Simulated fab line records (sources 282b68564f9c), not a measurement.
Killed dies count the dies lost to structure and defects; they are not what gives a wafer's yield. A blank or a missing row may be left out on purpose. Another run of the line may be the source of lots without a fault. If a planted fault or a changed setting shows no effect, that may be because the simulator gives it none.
A lot that was struck, set against a sound lot ; flow ritCmos ; 19 out of 202 route steps
Sound: the wafers L513.1, L513.4, L513.6. The struck wafers were L526.1, L526.2, L526.4. At the end, the cause is stated.
For every step that has rows: the tool of each side, followed by ch and its chambers, followed by its first start. Under that, the readings that differ: sound wafers ; struck wafers ; difference of the means ; sigmas: that difference in standard deviations of wafers without a fault.
alike: readings with means less than 2 such deviations apart, plus words and numbers identical on both sides. not compared: withheld readings, readings lacking a value on some wafer, bounds such as >300 that could conceal the same value, and numbers that have no deviation in the record and whose values overlap.
A row with sigmas, a row that says differs or no value, or rows on one side alone: a step with any of these is where the two part. When numbers do not overlap yet have no deviation, they are printed without sigmas and do not part them. A reading missing from all wafers of one side parts the sides only when that side holds two or more wafers.

first, 1 step without rows for these wafers: RIT_SILICIDE_WET_ETCH_00 (etches SiO2 in BOE, target depth 14 nm, time 15 s).
RIT_SILICIDE_SPUTTER_01: material Ti, target thk 30 nm, time 240 s.
  sound on pvdSputter-01 at day 4 07:42; struck on pvdSputter-01 at day 7 05:34
  alike: throttleValvePct
RIT_SILICIDE_RS_MEAS_02: the measuring method here is four-point-probe.
  sound on filmMetro-01 at day 4 07:51; struck on filmMetro-03 at day 7 05:43
  alike: SILICIDE_TI_RS
RIT_SILICIDE_THK_MEAS_03: measures by xrf.
  sound on filmMetro-01 at day 4 07:58; struck on filmMetro-03 at day 7 05:50
  alike: SILICIDE_TI_THK
RIT_SILICIDE_RTA_04: time 10 s, ramp up 5 s, ramp down 5 s.
  sound on rtpAnneal-01 ch 0, day 4 08:02; struck on rtpAnneal-02 ch 0, day 7 05:54
reading;sound;struck;difference;sigmas
wafer_temp_C_max;654.3 655.4 654.4;652.3 652.3 651.4;-2.7;-2
then, 1 step without rows for these wafers: RIT_SILICIDE_WET_ETCH_05 (etches Ti in SPM, time 120 s).
RIT_SILICIDE_RTA_06: time 10 s, ramp up 5 s, ramp down 10 s.
  sound on rtpAnneal-02 ch 0, day 4 08:08; struck on rtpAnneal-01 ch 0, day 7 06:01
  alike: wafer_temp_C_max
RIT_CONTACT_CVD_00: deposits SiO2 from TEOS, target thk 400 nm, time 62.96 s.
  sound on pecvd-01 ch 0,1, day 4 08:12; struck on pecvd-02 ch 0,1,2, day 7 06:05
  alike: heaterPowerW
  not compared: sinceWetCleanH
RIT_CONTACT_THK_MEAS_01:
  sound on filmMetro-04 at day 4 08:15; struck on filmMetro-04 at day 7 06:08
  alike: CONTACT_TEOS_THK
then, 3 steps without rows for these wafers: RIT_CONTACT_HMDS_02 (prime time 60 s); RIT_CONTACT_COAT_03 (resist thk 1000 nm); RIT_CONTACT_SOFTBAKE_04 (time 60 s).
RIT_CONTACT_EXPOSE_05: exposes mask M11, target cd 1000 nm.
  sound on ilineStepper-02 ch 0, day 4 08:53; struck on ilineStepper-02 ch 0, day 7 06:51
reading;sound;struck;difference;sigmas
model.CONTACT.overlayXNm (nm);0.7834 0.7834 0.7834;-149.6 -149.6 -149.6;-150.4;
  alike: mask, exposureDoseMJCm2
then, 2 steps without rows for these wafers: RIT_CONTACT_PEB_06; RIT_CONTACT_DEVELOP_07 (develop time 120 s).
RIT_CONTACT_CD_MEAS_08: the cd target is 1000 nm.
  sound on cdSem-01 at day 4 09:24; struck on cdSem-01 at day 7 07:22
  alike: cdNm
RIT_CONTACT_OVL_MEAS_09:
  sound on overlay-02 at day 4 09:31; struck on overlay-01 at day 7 07:29
reading;sound;struck;difference;sigmas
CONTACT_OVL (nm);1.8 2.4 1.8;-150.1 -149.5 -149.8;-151.8;-89
then, 1 step without rows for these wafers: RIT_CONTACT_HARDBAKE_10 (time 60 s).
RIT_M1_PROBE_99:
  sound on prober-02 at day 4 14:58; struck on prober-02 at day 7 12:34
reading;sound;struck;difference;sigmas
model.etest.contactToGate.bvRightV (V);89.52 90.97 88.87;162 164.1 162.6;+73;
model.etest.contactToGate.bvLeftV (V);91.69 92.17 91.06;15.14 12.07 13;-78.24;
  alike: killedAtContacts, killedAtFrontEnd, killedDies, killedOpen, killedShort

== WHERE THEY PART ==
At RIT_SILICIDE_RTA_04 first; at RIT_CONTACT_OVL_MEAS_09 last (within this record only). Later steps at which nothing parts them and some readings are alike: RIT_M1_PROBE_99.

WHY: the cause the simulator had injected
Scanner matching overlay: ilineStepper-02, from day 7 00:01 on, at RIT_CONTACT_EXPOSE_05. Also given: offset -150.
